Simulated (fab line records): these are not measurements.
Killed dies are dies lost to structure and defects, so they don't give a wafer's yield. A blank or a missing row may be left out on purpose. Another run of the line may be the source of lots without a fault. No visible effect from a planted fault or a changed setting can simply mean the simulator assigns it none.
Which tool was responsible? + flow rit-cmos + 14 lots with 42 wafers sampled at 2 steps, on a route of 202 steps

== WHAT THE GAUGES READ, wafer by wafer ==
RIT_SPACER_THK_MEAS_04.
| lot  | measured    | on            | SPACER_NITRIDE_THK (nm) |
|------|-------------|---------------|-------------------------|
| L768 | day 3 08:35 | film-metro-02 | 246.4 247.8 247.2       |
| L769 | day 3 10:31 | film-metro-03 | 248.9 247.9 248.1       |
| L770 | day 3 12:38 | film-metro-01 | 252.0 254.1 252.7       |
| L771 | day 3 17:28 | film-metro-03 | 253.9 254.0 251.5       |
| L774 | day 4 06:50 | film-metro-01 | 245.1 248.7 245.6       |
| L775 | day 4 11:48 | film-metro-02 | 252.8 249.1 249.2       |
| L776 | day 4 16:44 | film-metro-02 | 249.4 251.1 248.4       |
| L778 | day 5 01:35 | film-metro-01 | 250.3 250.7 248.9       |
| L779 | day 5 06:41 | film-metro-03 | 251.0 253.4 249.6       |
| L780 | day 5 12:10 | film-metro-01 | 250.6 251.8 252.3       |
| L788 | day 7 12:05 | film-metro-03 | 276.4 266.2 262.6       |
| L789 | day 7 19:01 | film-metro-03 | 253.2 269.1 273.4       |
| L790 | day 8 04:03 | film-metro-01 | 247.8 249.8 249.3       |
| L791 | day 8 05:56 | film-metro-01 | 248.3 247.7 249.7       |

== TOOL THAT RAN EACH LOT (tool first, then ch and the chambers of the sampled wafers, then the start) ==
| lot  | RIT_SPACER_CVD_03          |
|------|----------------------------|
| L768 | lpcvd-01 ch 0, day 3 06:40 |
| L769 | lpcvd-01 ch 0, day 3 08:35 |
| L770 | lpcvd-01 ch 0, day 3 10:43 |
| L771 | lpcvd-02 ch 1, day 3 15:32 |
| L774 | lpcvd-02 ch 1, day 4 04:55 |
| L775 | lpcvd-02 ch 0, day 4 09:52 |
| L776 | lpcvd-02 ch 0, day 4 14:49 |
| L778 | lpcvd-02 ch 0, day 4 23:41 |
| L779 | lpcvd-02 ch 1, day 5 04:45 |
| L780 | lpcvd-01 ch 1, day 5 10:13 |
| L788 | lpcvd-02 ch 0, day 7 10:10 |
| L789 | lpcvd-02 ch 0, day 7 17:05 |
| L790 | lpcvd-01 ch 1, day 8 02:06 |
| L791 | lpcvd-01 ch 1, day 8 04:01 |
- RIT_SPACER_CVD_03: deposits Si3N4 from SiH2Cl2/NH3, target thk 250 nm, time 3300 s.

== AS READ BY THE TOOLS THEMSELVES (means over the sampled wafers that have a number; for cases with no such wafer, the mark the record gives instead) ==
RIT_SPACER_CVD_03.
| lot  | tool     | spike-tc-centre-C (C) |
|------|----------|-----------------------|
| L768 | lpcvd-01 | 811.3                 |
| L769 | lpcvd-01 | 812.7                 |
| L770 | lpcvd-01 | 811.9                 |
| L771 | lpcvd-02 | 814.1                 |
| L774 | lpcvd-02 | 813.4                 |
| L775 | lpcvd-02 | 813.1                 |
| L776 | lpcvd-02 | 813.8                 |
| L778 | lpcvd-02 | 812.4                 |
| L779 | lpcvd-02 | 814.2                 |
| L780 | lpcvd-01 | 810.9                 |
| L788 | lpcvd-02 | 824.8                 |
| L789 | lpcvd-02 | 824.8                 |
| L790 | lpcvd-01 | 811.4                 |
| L791 | lpcvd-01 | 811.2                 |

== THE ANSWER, worked out from the rows above alone ==
Rule: usual is defined by the lots themselves. Put in order of their means at a reading, lots are off if they are a third of the lots or fewer, leave a main group of 4 or more, and stand apart from it by a gap of 3 or more times the standard deviation of the main group's means; of several such gaps the widest counts. If all means in a main group match to the digits the tables above print for the reading, that group is not used. Also off: a lot with no number at a reading for which 4 or more lots have one. Where the step has rows for the other lots, those lots are counted as sound. After the gauges, taken in route order, come the tools' own readings; for these a lot's mean is taken, as printed above. At the first step where some lot is off, the reading lying furthest off is the one used; lots without a number count as furthest.
Off: at RIT_SPACER_THK_MEAS_04 (SPACER_NITRIDE_THK), L788, L789. Mean 249.9 nm and standard deviation 2 in the main group.
A tool fits if, at a process step before that reading, it ran every lot that is off, and no sound lot after the first of them. Not tried: the gauges at RIT_SPACER_THK_MEAS_04; whatever is off there is also off at RIT_SPACER_CVD_03, on other tools, and gauge error can't account for it. One candidate fits, namely lpcvd-02 at RIT_SPACER_CVD_03. A fault onset in the window from L779 (day 5 04:45, its last sound lot) to L788 (day 7 10:10, its first lot off) fits.
The tool's own readings at RIT_SPACER_CVD_03 bear it out: on the lots that are off they differ by more than 5 times the standard deviation of the sound lots' means. spike-tc-centre-C reads 824.8 C there against 812.5 C on the sound lots.

== WHAT THE SIMULATOR HAD INSERTED ==
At RIT_SPACER_CVD_03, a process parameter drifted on lpcvd-02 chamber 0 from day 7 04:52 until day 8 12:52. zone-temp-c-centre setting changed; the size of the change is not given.
Shown lots that were struck: L788, L789. The same result came from the rule above.
